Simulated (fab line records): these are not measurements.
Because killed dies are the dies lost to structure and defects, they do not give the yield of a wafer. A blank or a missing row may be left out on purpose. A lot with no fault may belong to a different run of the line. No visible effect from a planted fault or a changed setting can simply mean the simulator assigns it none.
Struck lot and sound lot, side by side | flow berkeley cmos170 | 20 steps out of a route of 331
Sound: these wafers, L872.1, L872.2, L872.6. Wafers struck: L884.3, L884.4, L884.5. The cause is given at the end.
Order at every step that has rows: each side's tool, ch and its chambers, its first start. Under that, the readings that differ: sound wafers | struck wafers | difference of the means | sigmas: that difference in standard deviations of wafers without a fault.
alike: readings with means less than 2 such deviations apart, plus words and numbers identical on both sides. not compared: withheld readings, readings lacking a value on some wafer, bounds such as >300 that could conceal the same value, and numbers that have no deviation in the record and whose values overlap.
A row with sigmas, a row that says differs or no value, or rows on one side alone: a step with any of these is where the two part. Numbers that have no deviation but don't overlap get no sigmas and don't part them. A reading missing from all wafers of one side parts the sides only when that side holds two or more wafers.

first, 1 step without rows for these wafers: UCB170_FIELD_WET_ETCH_06 (etches SiO2 in BOE, time 22 s).
UCB170_FIELD_THK_MEAS_90:
  sound: film metro-02 at day 6 04:26; struck: film metro-01 at day 8 03:04
  alike: FIELD_OXIDE_LEFT_1_THK
then, 2 steps without rows for these wafers: UCB170_SACOX_CLEAN_00 (cleans in dHF, time 7.5 s); UCB170_SACOX_OXIDATION_01 (target thk 14.4 nm, ox time 2400 s).
UCB170_SACOX_THK_MEAS_02:
  sound: film metro-02 at day 6 10:08; struck: film metro-03 at day 8 10:27
  alike: SACOX_OXIDE_THK
then, 2 steps without rows for these wafers: UCB170_SCREENOX_WET_ETCH_00 (etches SiO2 in dHF, time 200 s); UCB170_SCREENOX_OXIDATION_01 (target thk 14.4 nm, ox time 2400 s).
UCB170_SCREENOX_THK_MEAS_02:
  sound: film metro-01 at day 6 17:29; struck: film metro-01 at day 8 18:18
  alike: SCREENOX_OXIDE_THK
then, 4 steps without rows for these wafers: UCB170_SCREENOX_ANNEAL_03 (time 900 s); UCB170_NVT_HMDS_00 (prime time 60 s); UCB170_NVT_COAT_01 (resist thk 900 nm); UCB170_NVT_SOFTBAKE_02 (time 60 s).
UCB170_NVT_EXPOSE_03: exposes mask PWELL, target cd 3000 nm.
  sound on krf scanner-01 ch 0, day 7 00:19; struck on krf scanner-01 ch 0, day 8 23:35
  reading | sound                   | struck                     | difference | sigmas
  mask    | PWELL#0 PWELL#0 PWELL#0 | PFIELD#0 PFIELD#0 PFIELD#0 | differs    |
then, 2 steps without rows for these wafers: UCB170_NVT_PEB_04; UCB170_NVT_DEVELOP_05 (develop time 45 s).
UCB170_NVT_OVL_MEAS_06:
  sound: overlay-01 at day 7 01:26; struck: overlay-02 at day 9 00:22
  reading      | sound    | struck | difference                    | sigmas
  NVT_OVL (nm) | -5 -4 -4 | - - -  | no value on the struck wafers |
following that, these wafers have no rows for 1 step: UCB170_NVT_IMPLANT_07.
UCB170_NVT_STRIP_08: strips in O2.
  sound on plasma asher-04 ch 0,1, day 7 01:37; struck on plasma asher-04 ch 0,1, day 9 00:34
  alike: drypump motor current A, oes product au, strip time to endpoint s
  not compared: rf hours counter h
UCB170_NVT_TW_MEAS_09:
  sound: film metro-02 at day 7 01:43; struck: film metro-04 at day 9 00:53
  reading | sound       | struck   | difference | sigmas
  NVT_TW  | 518 516 518 | 30 30 30 | -487       | -99 or more
  not compared: hold
UCB170_M3_PROBE_99:
  sound wafers here have rows in the record (prober-01, day 9 11:20); struck ones have none

## WHERE THEY PART
First at UCB170_NVT_EXPOSE_03; last, within this record, at UCB170_M3_PROBE_99.

WHY: what the simulator had put in
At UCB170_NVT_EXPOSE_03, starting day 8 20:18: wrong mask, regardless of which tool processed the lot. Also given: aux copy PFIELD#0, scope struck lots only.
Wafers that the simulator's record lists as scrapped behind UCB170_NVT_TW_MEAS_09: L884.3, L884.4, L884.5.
